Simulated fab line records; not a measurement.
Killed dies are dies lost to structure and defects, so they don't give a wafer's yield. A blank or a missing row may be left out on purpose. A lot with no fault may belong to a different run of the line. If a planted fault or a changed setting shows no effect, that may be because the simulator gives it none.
Which tool is to blame? | flow berkeleyCmos170 | 14 lots with 42 wafers sampled at 3 steps, on a route of 331 steps

== WHAT THE GAUGES READ, wafer by wafer ==
UCB170_CONTACT_OVL_MEAS_16.
lot  | measured     | on         | CONTACT_OVL (nm)
L565 | day 8 03:35  | overlay-02 | 5 0 11
L564 | day 8 03:58  | overlay-02 | 4 0 6
L567 | day 9 00:43  | overlay-02 | 5 3 3
L566 | day 9 01:14  | overlay-02 | -1 1 3
L568 | day 9 04:50  | overlay-01 | 1 5 6
L571 | day 9 11:54  | overlay-01 | 7 4 1
L570 | day 9 12:14  | overlay-02 | 6 13 -3
L569 | day 9 13:37  | overlay-01 | -1 -5 -2
L586 | day 13 13:55 | overlay-02 | -2 0 0
L585 | day 13 16:14 | overlay-01 | -2 9 4
L587 | day 13 23:19 | overlay-02 | 5 2 -3
L582 | day 13 23:40 | overlay-02 | -2 2 7
L583 | day 14 00:08 | overlay-02 | -9 -1 -4
L584 | day 14 00:13 | overlay-02 | -5 -5 -1

UCB170_M1_RS_MEAS_01: measures by four-point-probe.
lot  | measured     | on           | M1_AL_RS (ohm/sq)
L565 | day 8 04:17  | filmMetro-02 | 0.0487 0.0487 0.0487
L564 | day 8 04:38  | filmMetro-03 | 0.0488 0.0494 0.0489
L567 | day 9 01:25  | filmMetro-01 | 0.0482 0.0483 0.0478
L566 | day 9 01:55  | filmMetro-02 | 0.0485 0.0486 0.0482
L568 | day 9 05:31  | filmMetro-01 | 0.0480 0.0480 0.0479
L571 | day 9 12:37  | filmMetro-01 | 0.0479 0.0476 0.0477
L570 | day 9 12:54  | filmMetro-02 | 0.0479 0.0480 0.0481
L569 | day 9 14:17  | filmMetro-03 | 0.0487 0.0491 0.0483
L586 | day 13 14:35 | filmMetro-01 | 0.0482 0.0485 0.0487
L585 | day 13 16:56 | filmMetro-03 | 0.0483 0.0486 0.0487
L587 | day 13 23:59 | filmMetro-01 | 0.0479 0.0482 0.0488
L582 | day 14 00:21 | filmMetro-03 | 0.0489 0.0486 0.0490
L583 | day 14 00:49 | filmMetro-01 | 0.0487 0.0487 0.0486
L584 | day 14 00:53 | filmMetro-03 | 0.0482 0.0483 0.0484

UCB170_M1_THK_MEAS_02: measures by xrf.
lot  | measured     | on           | M1_AL_THK (nm)
L565 | day 8 04:25  | filmMetro-02 | 600 598 599
L564 | day 8 04:45  | filmMetro-03 | 605 592 601
L567 | day 9 01:31  | filmMetro-01 | 607 608 611
L566 | day 9 02:02  | filmMetro-02 | 602 603 607
L568 | day 9 05:38  | filmMetro-01 | 610 614 609
L571 | day 9 12:43  | filmMetro-01 | 611 613 611
L570 | day 9 13:01  | filmMetro-02 | 609 604 605
L569 | day 9 14:25  | filmMetro-03 | 601 595 602
L586 | day 13 14:42 | filmMetro-01 | 611 609 606
L585 | day 13 17:03 | filmMetro-03 | 607 599 599
L587 | day 14 00:06 | filmMetro-01 | 603 601 599
L582 | day 14 00:28 | filmMetro-03 | 601 604 600
L583 | day 14 00:55 | filmMetro-01 | 596 603 598
L584 | day 14 01:00 | filmMetro-03 | 608 606 606

== WHAT TOOL EACH LOT RAN ON (gives the tool, then ch and the chambers of the sampled wafers, and finally the start) ==
The record holds no process step before these readings.

== AS READ BY THE TOOLS THEMSELVES (means over the sampled wafers that have a number; for cases with no such wafer, the mark the record gives instead) ==
The record holds no such reading with a usual standard deviation.

== THE ANSWER, worked out from the rows above alone ==
Rule: usual is defined by the lots themselves. The widest of any qualifying gaps counts: lots, ordered by their means at a reading, are off when they make up no more than a third of the lots, leave a main group of 4 or more, and stand apart from it by 3 or more times the standard deviation of that group's means. A main group whose means are all the same, to the digits that the tables above print for the reading, isn't used. Also off: a lot with no number at a reading for which 4 or more lots have one. Where the step has rows for the other lots, those lots are counted as sound. First the gauges in route order, then the tools' own readings, where a lot's mean is used as printed above. At the first step where some lot is off, the reading lying furthest off is the one used; lots without a number count as furthest.
Across all readings shown, no lot is off: no conclusion can be drawn from this.

== WHAT WAS PUT IN BY THE SIMULATOR ==
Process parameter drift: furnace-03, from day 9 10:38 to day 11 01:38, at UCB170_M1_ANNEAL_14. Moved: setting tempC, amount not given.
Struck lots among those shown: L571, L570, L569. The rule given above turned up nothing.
